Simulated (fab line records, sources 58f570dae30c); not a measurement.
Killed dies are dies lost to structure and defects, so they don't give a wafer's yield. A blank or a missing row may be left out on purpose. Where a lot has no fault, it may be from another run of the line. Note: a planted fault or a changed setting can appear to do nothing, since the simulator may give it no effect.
Matching of chambers ; flow berkeley-cmos170 ; rie-diel-01 running UCB170_SPACER_ETCHBACK_03: 4 sister chambers
The step etches SiO2 in CHF3/CF4/Ar, stops on Si, target depth 376 nm, time 100 s. 4 wafers are shown with their chamber, then 7 later ones without.

## WAFERS PAIRED WITH THEIR CHAMBERS
wafer;chamber;throttle-valve-pct (%)
L367.1;3;6.69
L367.4;1;6.39
L375.1;2;6.25
L375.4;0;6.61

## WAFERS WITH NO CHAMBER GIVEN
wafer;throttle-valve-pct (%)
L375.5;6.27
L383.1;6.71
L383.4;6.62
L383.6;6.67
L380.2;6.62
L380.3;6.40
L380.6;6.62

## CHAMBER TAKEN BY EACH
wafer;from the rows above;in truth
L375.5;2;2
L383.1;3;3
L383.4;0;0
L383.6;3;3
L380.2;0;0
L380.3;1;1
L380.6;0;0
Placed correctly: 7 of 7. Can't be placed from these rows: 0. Placed wrongly: 0.
How it was worked out, from the rows above alone: a wafer's distance from a chamber is the root of the sum, over the readings, of the square of ((its reading less the chamber's mean) divided by the reading's scatter). If the next closest chamber is less than 2 further off than the closest, the wafer can't be placed; otherwise it belongs to the closest. Each chamber's mean is taken over the wafers shown for it. The scatter (one wafer shown for each chamber): square how far every hidden wafer sits from the nearest shown wafer, average those squares and take the square root.
